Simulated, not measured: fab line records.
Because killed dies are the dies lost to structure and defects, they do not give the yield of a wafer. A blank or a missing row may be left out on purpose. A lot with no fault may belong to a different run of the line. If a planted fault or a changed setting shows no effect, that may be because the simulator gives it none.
Struck lot and sound lot, side by side -- flow berkeleyCmos170 -- 15 steps out of a route of 331
Sound: these wafers, L697.1, L697.3, L697.5. Struck: wafers L706.1, L706.4, L706.6. The cause comes at the end.
Each step with rows lists, per side, the tool, then ch with its chambers, then its first start. Under that, the readings that differ: sound wafers -- struck wafers -- difference of the means -- sigmas: that difference in standard deviations of wafers without a fault.
alike: words and numbers the same on both sides, and readings whose means are apart by under 2 such deviations; not compared: readings that were withheld, readings missing a value for some wafer, numbers with overlapping values and no deviation given by the record, and bounds like >300 which may hide the same value.
Wherever a step has rows on one side only, a row that says differs or no value, or a row with sigmas, the two part there. Numbers that don't overlap but have no deviation are shown without sigmas and don't part them. A reading missing from all wafers of one side parts the sides only when that side holds two or more wafers.

first, 6 steps without rows for these wafers: UCB170_NWELL_CLEAN_17 (cleans in SPM, time 600 s); UCB170_NWELL_WET_ETCH_18 (etches Si3N4 in H3PO4, time 14400 s); UCB170_NWELL_WET_ETCH_19 (etches SiO2 in BOE, time 22 s); UCB170_PWELL_CLEAN_00 (cleans in SPM, time 600 s); UCB170_PWELL_CLEAN_01 (cleans in dHF, time 60 s); UCB170_PWELL_OXIDATION_02 (target thk 26.4 nm, ox time 1260 s).
UCB170_PWELL_THK_MEAS_03:
  sound on filmMetro-02, day 2 21:04; struck on filmMetro-02, day 4 21:14
  alike: PWELL_OXIDE_THK
then, 2 steps without rows for these wafers: UCB170_PWELL_ANNEAL_04 (time 900 s); UCB170_PWELL_CVD_05 (deposits Si3N4 from SiH2Cl2/NH3, target thk 220 nm, time 3300 s).
UCB170_PWELL_THK_MEAS_06:
  sound on filmMetro-01, day 3 11:02; struck on filmMetro-04, day 5 05:31
  alike: PWELL_NITRIDE_THK
then, 2 steps without rows for these wafers: UCB170_PWELL_HMDS_07 (prime time 60 s); UCB170_PWELL_COAT_08 (resist thk 900 nm).
UCB170_PWELL_SOFTBAKE_09: time 60 s.
  sound on lithoTrack-02 ch 0, day 3 11:43; struck on lithoTrack-02 ch 0, day 5 06:05
reading,sound,struck,difference,sigmas
heaterPowerTotalW (W),56.85 56.78 56.80,57.36 57.46 57.38,+0.59,+13
plateTempC (C),130.24 130.08 130.17,- - -,no value on the struck wafers,
runLengthS (s),88.97 88.89 88.84,86.89 87.19 87.00,-1.87,-8
  alike: chillPlateTempC
then, 2 steps without rows for these wafers: UCB170_PWELL_EXPOSE_10 (exposes mask PWELL, target cd 3000 nm); UCB170_M3_PROBE_99.

## WHERE THEY PART
UCB170_PWELL_SOFTBAKE_09 only, going by this record.

WHY: the cause the simulator had injected
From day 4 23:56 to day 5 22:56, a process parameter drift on lithoTrack-02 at UCB170_PWELL_SOFTBAKE_09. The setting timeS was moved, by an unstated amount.
